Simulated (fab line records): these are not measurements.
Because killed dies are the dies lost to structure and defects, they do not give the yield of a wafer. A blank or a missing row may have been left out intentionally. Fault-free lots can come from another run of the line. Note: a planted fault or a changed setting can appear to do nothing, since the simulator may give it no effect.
fab line records / flow rit_cmos
record: lots: 5 wafers: 23
route steps=202 shown CONTACT@171 M1@188
start_h: start of the lot's first displayed wafer, in hours after the record's first day / wait_h: how many hours have passed since the lot's step before this one / " identical to the entry in the row above / L1.1+2: several wafers, shown together as one row / - no value, or no start was given / * or withheld: withheld / < > ~ a bound
route shown NAME@n: a module of which the file shows steps, and the number in the route of the first / usual: mean/standard deviation taken from wafers without a fault / same: alike in all rows / chamber/n: place in a boat / sites: readings site by site / _std_site: their standard deviation / _edge_site: the outer-site mean with the inner-site mean subtracted / radius_mm: for every site, how far away it sits from the centre of the wafer / mask NAME#n: copy n / behind: the most recent tool/chamber to have shaped the wafer / hold: why the lot went on hold/how many hours it stayed there/how the hold came to an end / device: which transistor (n, p or np) failed to switch / end of line: the same wafers' tests at the end of the route / a step with no rows: only its recipe / killed: count of dies lost to structure and defects at first sort (not the wafer's yield) / map: a wafer's dies, marking killed ones x, the rest . and places with no die _
set.NAME: the setting as run; set.NAME@STEP: as run at that earlier step / model.NAME: the simulator's own value behind a step, which no gauge read
lots with deliberately changed settings; one table per step, one row per wafer
== steps ==
step: RIT_CONTACT_COAT_03
recipe: resist: NOVOLAK spin_rpm: 3250 resist_thk_nm: 1000
lot.wafer=L074.2+5 tool=litho_track-01 chamber=0 start_h=50.44 wait_h=0.1 set.resist_thk_nm=1029 model.NOVOLAK_of_CONTACT_COAT_03.thk_nm=1032
lot.wafer=L074.3 tool=litho_track-01 chamber=0 start_h=50.44 wait_h=0.1 set.resist_thk_nm=1000 model.NOVOLAK_of_CONTACT_COAT_03.thk_nm=1007
lot.wafer=L074.4 tool=litho_track-01 chamber=0 start_h=50.44 wait_h=0.1 set.resist_thk_nm=1029 model.NOVOLAK_of_CONTACT_COAT_03.thk_nm=1034
lot.wafer=L074.6 tool=litho_track-01 chamber=0 start_h=50.44 wait_h=0.1 set.resist_thk_nm=1000 model.NOVOLAK_of_CONTACT_COAT_03.thk_nm=1003
lot.wafer=L079.1 tool=litho_track-03 chamber=0 start_h=78.83 wait_h=0.1 set.resist_thk_nm=949.1 model.NOVOLAK_of_CONTACT_COAT_03.thk_nm=952.3
lot.wafer=L079.2 tool=litho_track-03 chamber=0 start_h=78.83 wait_h=0.1 set.resist_thk_nm=949.1 model.NOVOLAK_of_CONTACT_COAT_03.thk_nm=952.8
lot.wafer=L079.3 tool=litho_track-03 chamber=0 start_h=78.83 wait_h=0.1 set.resist_thk_nm=949.1 model.NOVOLAK_of_CONTACT_COAT_03.thk_nm=948.9
lot.wafer=L079.5 tool=litho_track-03 chamber=0 start_h=78.83 wait_h=0.1 set.resist_thk_nm=1000 model.NOVOLAK_of_CONTACT_COAT_03.thk_nm=1004
lot.wafer=L079.6 tool=litho_track-03 chamber=0 start_h=78.83 wait_h=0.1 set.resist_thk_nm=1000 model.NOVOLAK_of_CONTACT_COAT_03.thk_nm=1003
lot.wafer=L081.1 tool=litho_track-04 chamber=0 start_h=90.13 wait_h=0.1 set.resist_thk_nm=1000 model.NOVOLAK_of_CONTACT_COAT_03.thk_nm=994
lot.wafer=L081.2+6 tool=litho_track-04 chamber=0 start_h=90.13 wait_h=0.1 set.resist_thk_nm=1023 model.NOVOLAK_of_CONTACT_COAT_03.thk_nm=1018
lot.wafer=L081.4 tool=litho_track-04 chamber=0 start_h=90.13 wait_h=0.1 set.resist_thk_nm=1023 model.NOVOLAK_of_CONTACT_COAT_03.thk_nm=1019
lot.wafer=L081.5 tool=litho_track-04 chamber=0 start_h=90.13 wait_h=0.1 set.resist_thk_nm=1000 model.NOVOLAK_of_CONTACT_COAT_03.thk_nm=994.6
lot.wafer=L082.2 tool=litho_track-03 chamber=0 start_h=98.61 wait_h=0.1 set.resist_thk_nm=1000 model.NOVOLAK_of_CONTACT_COAT_03.thk_nm=997.9
lot.wafer=L082.3+5 tool=litho_track-03 chamber=0 start_h=98.61 wait_h=0.1 set.resist_thk_nm=1000 model.NOVOLAK_of_CONTACT_COAT_03.thk_nm=995.2
lot.wafer=L082.4 tool=litho_track-03 chamber=0 start_h=98.61 wait_h=0.1 set.resist_thk_nm=1000 model.NOVOLAK_of_CONTACT_COAT_03.thk_nm=995
lot.wafer=L082.6 tool=litho_track-03 chamber=0 start_h=98.61 wait_h=0.1 set.resist_thk_nm=1000 model.NOVOLAK_of_CONTACT_COAT_03.thk_nm=992.1
lot.wafer=L085.1 tool=litho_track-03 chamber=0 start_h=108.94 wait_h=0.1 set.resist_thk_nm=1000 model.NOVOLAK_of_CONTACT_COAT_03.thk_nm=998.9
lot.wafer=L085.4 tool=litho_track-03 chamber=0 start_h=108.94 wait_h=0.1 set.resist_thk_nm=1000 model.NOVOLAK_of_CONTACT_COAT_03.thk_nm=997.1
lot.wafer=L085.6 tool=litho_track-03 chamber=0 start_h=108.94 wait_h=0.1 set.resist_thk_nm=1000 model.NOVOLAK_of_CONTACT_COAT_03.thk_nm=1002
step: RIT_CONTACT_SOFTBAKE_04
recipe: resist: NOVOLAK temp_c: 90 time_s: 60
step: RIT_CONTACT_EXPOSE_05
recipe: mask_id: M11 na: 0.6 source_shape: conventional sigma_outer: 0.5 target_cd_nm: 1000 dose_mj: 250
step: RIT_CONTACT_HARDBAKE_10
recipe: resist: NOVOLAK temp_c: 140 time_s: 60
lot.wafer=L074.2 tool=litho_track-01 chamber=0 start_h=51.54 wait_h=0.0 set.resist_thk_nm@CONTACT_COAT_03=1029 model.NOVOLAK_of_CONTACT_COAT_03.thk_nm=911.3
lot.wafer=L074.3 tool=litho_track-01 chamber=0 start_h=51.54 wait_h=0.0 set.resist_thk_nm@CONTACT_COAT_03=1000 model.NOVOLAK_of_CONTACT_COAT_03.thk_nm=889.2
lot.wafer=L074.4 tool=litho_track-01 chamber=0 start_h=51.54 wait_h=0.0 set.resist_thk_nm@CONTACT_COAT_03=1029 model.NOVOLAK_of_CONTACT_COAT_03.thk_nm=912.9
lot.wafer=L074.5 tool=litho_track-01 chamber=0 start_h=51.54 wait_h=0.0 set.resist_thk_nm@CONTACT_COAT_03=1029 model.NOVOLAK_of_CONTACT_COAT_03.thk_nm=911.4
lot.wafer=L074.6 tool=litho_track-01 chamber=0 start_h=51.54 wait_h=0.0 set.resist_thk_nm@CONTACT_COAT_03=1000 model.NOVOLAK_of_CONTACT_COAT_03.thk_nm=886.1
lot.wafer=L079.1 tool=litho_track-04 chamber=0 start_h=79.92 wait_h=0.0 set.resist_thk_nm@CONTACT_COAT_03=949.1 model.NOVOLAK_of_CONTACT_COAT_03.thk_nm=841.6
lot.wafer=L079.2 tool=litho_track-04 chamber=0 start_h=79.92 wait_h=0.0 set.resist_thk_nm@CONTACT_COAT_03=949.1 model.NOVOLAK_of_CONTACT_COAT_03.thk_nm=842
lot.wafer=L079.3 tool=litho_track-04 chamber=0 start_h=79.92 wait_h=0.0 set.resist_thk_nm@CONTACT_COAT_03=949.1 model.NOVOLAK_of_CONTACT_COAT_03.thk_nm=838.5
lot.wafer=L079.5 tool=litho_track-04 chamber=0 start_h=79.92 wait_h=0.0 set.resist_thk_nm@CONTACT_COAT_03=1000 model.NOVOLAK_of_CONTACT_COAT_03.thk_nm=887
lot.wafer=L079.6 tool=litho_track-04 chamber=0 start_h=79.92 wait_h=0.0 set.resist_thk_nm@CONTACT_COAT_03=1000 model.NOVOLAK_of_CONTACT_COAT_03.thk_nm=885.7
lot.wafer=L081.1 tool=litho_track-01 chamber=0 start_h=91.22 wait_h=0.0 set.resist_thk_nm@CONTACT_COAT_03=1000 model.NOVOLAK_of_CONTACT_COAT_03.thk_nm=878.1
lot.wafer=L081.2 tool=litho_track-01 chamber=0 start_h=91.22 wait_h=0.0 set.resist_thk_nm@CONTACT_COAT_03=1023 model.NOVOLAK_of_CONTACT_COAT_03.thk_nm=899.4
lot.wafer=L081.4 tool=litho_track-01 chamber=0 start_h=91.22 wait_h=0.0 set.resist_thk_nm@CONTACT_COAT_03=1023 model.NOVOLAK_of_CONTACT_COAT_03.thk_nm=899.5
lot.wafer=L081.5 tool=litho_track-01 chamber=0 start_h=91.22 wait_h=0.0 set.resist_thk_nm@CONTACT_COAT_03=1000 model.NOVOLAK_of_CONTACT_COAT_03.thk_nm=878.5
lot.wafer=L081.6 tool=litho_track-01 chamber=0 start_h=91.22 wait_h=0.0 set.resist_thk_nm@CONTACT_COAT_03=1023 model.NOVOLAK_of_CONTACT_COAT_03.thk_nm=898.8
lot.wafer=L082.2 tool=litho_track-01 chamber=0 start_h=99.58 wait_h=0.0 set.resist_thk_nm@CONTACT_COAT_03=1000 model.NOVOLAK_of_CONTACT_COAT_03.thk_nm=881.5
lot.wafer=L082.3+5 tool=litho_track-01 chamber=0 start_h=99.58 wait_h=0.0 set.resist_thk_nm@CONTACT_COAT_03=1000 model.NOVOLAK_of_CONTACT_COAT_03.thk_nm=879.1
lot.wafer=L082.4 tool=litho_track-01 chamber=0 start_h=99.58 wait_h=0.0 set.resist_thk_nm@CONTACT_COAT_03=1000 model.NOVOLAK_of_CONTACT_COAT_03.thk_nm=879
lot.wafer=L082.6 tool=litho_track-01 chamber=0 start_h=99.58 wait_h=0.0 set.resist_thk_nm@CONTACT_COAT_03=1000 model.NOVOLAK_of_CONTACT_COAT_03.thk_nm=876.4
lot.wafer=L085.1 tool=litho_track-03 chamber=0 start_h=110.04 wait_h=0.0 set.resist_thk_nm@CONTACT_COAT_03=1000 model.NOVOLAK_of_CONTACT_COAT_03.thk_nm=882.3
lot.wafer=L085.4 tool=litho_track-03 chamber=0 start_h=110.04 wait_h=0.0 set.resist_thk_nm@CONTACT_COAT_03=1000 model.NOVOLAK_of_CONTACT_COAT_03.thk_nm=880.8
lot.wafer=L085.6 tool=litho_track-03 chamber=0 start_h=110.04 wait_h=0.0 set.resist_thk_nm@CONTACT_COAT_03=1000 model.NOVOLAK_of_CONTACT_COAT_03.thk_nm=885.1
step: RIT_CONTACT_ETCH_11
recipe: target_depth_a: 4800 over_etch_frac: 0.2 stop_on: TiSi2 chemistry: CHF3/CF4/Ar target: SiO2 CHF3_flow_sccm: 50 cf4_flow_sccm: 10 Ar_flow_sccm: 100 O2_flow_sccm: 5 pressure_mtorr: 100 rf_w: 200 time_s: 320
lot.wafer=L074.2 tool=rie_diel-03 chamber=0 start_h=51.67 wait_h=0.1 set.resist_thk_nm@CONTACT_COAT_03=1029 model.NOVOLAK_of_CONTACT_COAT_03.thk_nm=795
lot.wafer=L074.3 tool=rie_diel-03 chamber=1 start_h=51.67 wait_h=0.1 set.resist_thk_nm@CONTACT_COAT_03=1000 model.NOVOLAK_of_CONTACT_COAT_03.thk_nm=778.6
lot.wafer=L074.4 tool=rie_diel-03 chamber=3 start_h=51.67 wait_h=0.1 set.resist_thk_nm@CONTACT_COAT_03=1029 model.NOVOLAK_of_CONTACT_COAT_03.thk_nm=800
lot.wafer=L074.5 tool=rie_diel-03 chamber=1 start_h=51.67 wait_h=0.1 set.resist_thk_nm@CONTACT_COAT_03=1029 model.NOVOLAK_of_CONTACT_COAT_03.thk_nm=800.1
lot.wafer=L074.6 tool=rie_diel-03 chamber=2 start_h=51.67 wait_h=0.1 set.resist_thk_nm@CONTACT_COAT_03=1000 model.NOVOLAK_of_CONTACT_COAT_03.thk_nm=769
lot.wafer=L079.1 tool=rie_diel-01 chamber=0 start_h=80.07 wait_h=0.1 set.resist_thk_nm@CONTACT_COAT_03=949.1 model.NOVOLAK_of_CONTACT_COAT_03.thk_nm=726
lot.wafer=L079.2 tool=rie_diel-01 chamber=2 start_h=80.07 wait_h=0.1 set.resist_thk_nm@CONTACT_COAT_03=949.1 model.NOVOLAK_of_CONTACT_COAT_03.thk_nm=729.5
lot.wafer=L079.3 tool=rie_diel-01 chamber=1 start_h=80.07 wait_h=0.1 set.resist_thk_nm@CONTACT_COAT_03=949.1 model.NOVOLAK_of_CONTACT_COAT_03.thk_nm=725.7
lot.wafer=L079.5 tool=rie_diel-01 chamber=2 start_h=80.07 wait_h=0.1 set.resist_thk_nm@CONTACT_COAT_03=1000 model.NOVOLAK_of_CONTACT_COAT_03.thk_nm=773.7
lot.wafer=L079.6 tool=rie_diel-01 chamber=1 start_h=80.07 wait_h=0.1 set.resist_thk_nm@CONTACT_COAT_03=1000 model.NOVOLAK_of_CONTACT_COAT_03.thk_nm=772.1
lot.wafer=L081.1 tool=rie_diel-02 chamber=2 start_h=91.37 wait_h=0.1 set.resist_thk_nm@CONTACT_COAT_03=1000 model.NOVOLAK_of_CONTACT_COAT_03.thk_nm=764.1
lot.wafer=L081.2 tool=rie_diel-02 chamber=0 start_h=91.37 wait_h=0.1 set.resist_thk_nm@CONTACT_COAT_03=1023 model.NOVOLAK_of_CONTACT_COAT_03.thk_nm=784.6
lot.wafer=L081.4 tool=rie_diel-02 chamber=1 start_h=91.37 wait_h=0.1 set.resist_thk_nm@CONTACT_COAT_03=1023 model.NOVOLAK_of_CONTACT_COAT_03.thk_nm=782.3
lot.wafer=L081.5 tool=rie_diel-02 chamber=3 start_h=91.37 wait_h=0.1 set.resist_thk_nm@CONTACT_COAT_03=1000 model.NOVOLAK_of_CONTACT_COAT_03.thk_nm=761
lot.wafer=L081.6 tool=rie_diel-02 chamber=2 start_h=91.37 wait_h=0.1 set.resist_thk_nm@CONTACT_COAT_03=1023 model.NOVOLAK_of_CONTACT_COAT_03.thk_nm=784.7
lot.wafer=L082.2 tool=rie_diel-03 chamber=3 start_h=99.71 wait_h=0.1 set.resist_thk_nm@CONTACT_COAT_03=1000 model.NOVOLAK_of_CONTACT_COAT_03.thk_nm=768.2
lot.wafer=L082.3 tool=rie_diel-03 chamber=0 start_h=99.71 wait_h=0.1 set.resist_thk_nm@CONTACT_COAT_03=1000 model.NOVOLAK_of_CONTACT_COAT_03.thk_nm=764.1
lot.wafer=L082.4 tool=rie_diel-03 chamber=1 start_h=99.71 wait_h=0.1 set.resist_thk_nm@CONTACT_COAT_03=1000 model.NOVOLAK_of_CONTACT_COAT_03.thk_nm=768.3
lot.wafer=L082.5 tool=rie_diel-03 chamber=1 start_h=99.71 wait_h=0.1 set.resist_thk_nm@CONTACT_COAT_03=1000 model.NOVOLAK_of_CONTACT_COAT_03.thk_nm=768.8
lot.wafer=L082.6 tool=rie_diel-03 chamber=2 start_h=99.71 wait_h=0.1 set.resist_thk_nm@CONTACT_COAT_03=1000 model.NOVOLAK_of_CONTACT_COAT_03.thk_nm=759.6
lot.wafer=L085.1 tool=rie_diel-02 chamber=1 start_h=110.19 wait_h=0.1 set.resist_thk_nm@CONTACT_COAT_03=1000 model.NOVOLAK_of_CONTACT_COAT_03.thk_nm=765.6
lot.wafer=L085.4 tool=rie_diel-02 chamber=3 start_h=110.19 wait_h=0.1 set.resist_thk_nm@CONTACT_COAT_03=1000 model.NOVOLAK_of_CONTACT_COAT_03.thk_nm=762.8
lot.wafer=L085.6 tool=rie_diel-02 chamber=2 start_h=110.19 wait_h=0.1 set.resist_thk_nm@CONTACT_COAT_03=1000 model.NOVOLAK_of_CONTACT_COAT_03.thk_nm=768.2
step: RIT_M1_COAT_04
recipe: resist: NOVOLAK spin_rpm: 2000 resist_thk_nm: 1300
lot.wafer=L074.2 tool=litho_track-02 chamber=0 start_h=53.16 wait_h=0.1 set.resist_thk_nm=1256 model.NOVOLAK_of_M1_COAT_04.thk_nm=1255
lot.wafer=L074.3 tool=litho_track-02 chamber=0 start_h=53.16 wait_h=0.1 set.resist_thk_nm=1300 model.NOVOLAK_of_M1_COAT_04.thk_nm=1300
lot.wafer=L074.4 tool=litho_track-02 chamber=0 start_h=53.16 wait_h=0.1 set.resist_thk_nm=1256 model.NOVOLAK_of_M1_COAT_04.thk_nm=1259
lot.wafer=L074.5 tool=litho_track-02 chamber=0 start_h=53.16 wait_h=0.1 set.resist_thk_nm=1300 model.NOVOLAK_of_M1_COAT_04.thk_nm=1299
lot.wafer=L074.6 tool=litho_track-02 chamber=0 start_h=53.16 wait_h=0.1 set.resist_thk_nm=1256 model.NOVOLAK_of_M1_COAT_04.thk_nm=1260
lot.wafer=L079.1 tool=litho_track-04 chamber=0 start_h=81.55 wait_h=0.1 set.resist_thk_nm=1300 model.NOVOLAK_of_M1_COAT_04.thk_nm=1299
lot.wafer=L079.2 tool=litho_track-04 chamber=0 start_h=81.55 wait_h=0.1 set.resist_thk_nm=1300 model.NOVOLAK_of_M1_COAT_04.thk_nm=1298
lot.wafer=L079.3 tool=litho_track-04 chamber=0 start_h=81.55 wait_h=0.1 set.resist_thk_nm=1280 model.NOVOLAK_of_M1_COAT_04.thk_nm=1279
lot.wafer=L079.5 tool=litho_track-04 chamber=0 start_h=81.55 wait_h=0.1 set.resist_thk_nm=1280 model.NOVOLAK_of_M1_COAT_04.thk_nm=1281
lot.wafer=L079.6 tool=litho_track-04 chamber=0 start_h=81.55 wait_h=0.1 set.resist_thk_nm=1300 model.NOVOLAK_of_M1_COAT_04.thk_nm=1300
lot.wafer=L081.1 tool=litho_track-04 chamber=0 start_h=92.96 wait_h=0.1 set.resist_thk_nm=1300 model.NOVOLAK_of_M1_COAT_04.thk_nm=1297
lot.wafer=L081.2 tool=litho_track-04 chamber=0 start_h=92.96 wait_h=0.1 set.resist_thk_nm=1300 model.NOVOLAK_of_M1_COAT_04.thk_nm=1296
lot.wafer=L081.4 tool=litho_track-04 chamber=0 start_h=92.96 wait_h=0.1 set.resist_thk_nm=1300 model.NOVOLAK_of_M1_COAT_04.thk_nm=1298
lot.wafer=L081.5 tool=litho_track-04 chamber=0 start_h=92.96 wait_h=0.1 set.resist_thk_nm=1374 model.NOVOLAK_of_M1_COAT_04.thk_nm=1377
lot.wafer=L081.6 tool=litho_track-04 chamber=0 start_h=92.96 wait_h=0.1 set.resist_thk_nm=1374 model.NOVOLAK_of_M1_COAT_04.thk_nm=1373
lot.wafer=L082.2 tool=litho_track-04 chamber=0 start_h=101.19 wait_h=0.1 set.resist_thk_nm=1253 model.NOVOLAK_of_M1_COAT_04.thk_nm=1247
lot.wafer=L082.3 tool=litho_track-04 chamber=0 start_h=101.19 wait_h=0.1 set.resist_thk_nm=1300 model.NOVOLAK_of_M1_COAT_04.thk_nm=1296
lot.wafer=L082.4 tool=litho_track-04 chamber=0 start_h=101.19 wait_h=0.1 set.resist_thk_nm=1300 model.NOVOLAK_of_M1_COAT_04.thk_nm=1297
lot.wafer=L082.5 tool=litho_track-04 chamber=0 start_h=101.19 wait_h=0.1 set.resist_thk_nm=1253 model.NOVOLAK_of_M1_COAT_04.thk_nm=1249
lot.wafer=L082.6 tool=litho_track-04 chamber=0 start_h=101.19 wait_h=0.1 set.resist_thk_nm=1253 model.NOVOLAK_of_M1_COAT_04.thk_nm=1250
lot.wafer=L085.1+4 tool=litho_track-02 chamber=0 start_h=112.18 wait_h=0.1 set.resist_thk_nm=1300 model.NOVOLAK_of_M1_COAT_04.thk_nm=1301
lot.wafer=L085.6 tool=litho_track-02 chamber=0 start_h=112.18 wait_h=0.1 set.resist_thk_nm=1300 model.NOVOLAK_of_M1_COAT_04.thk_nm=1302
== key ==
split: step: RIT_CONTACT_COAT_03 setting: resist_thk_nm stated: 1000 by: wafer
response: step: RIT_CONTACT_COAT_03 reading: model.NOVOLAK_of_CONTACT_COAT_03.thk_nm change: +10.1 per: 1% r: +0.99
response: step: RIT_CONTACT_HARDBAKE_10 reading: model.NOVOLAK_of_CONTACT_COAT_03.thk_nm change: +8.85 per: 1% r: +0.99
response: step: RIT_CONTACT_ETCH_11 reading: model.NOVOLAK_of_CONTACT_COAT_03.thk_nm change: +8.92 per: 1% r: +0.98
split: step: RIT_M1_COAT_04 setting: resist_thk_nm stated: 1300 by: wafer
response: step: RIT_M1_COAT_04 reading: model.NOVOLAK_of_M1_COAT_04.thk_nm change: +13.2 per: 1% r: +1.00
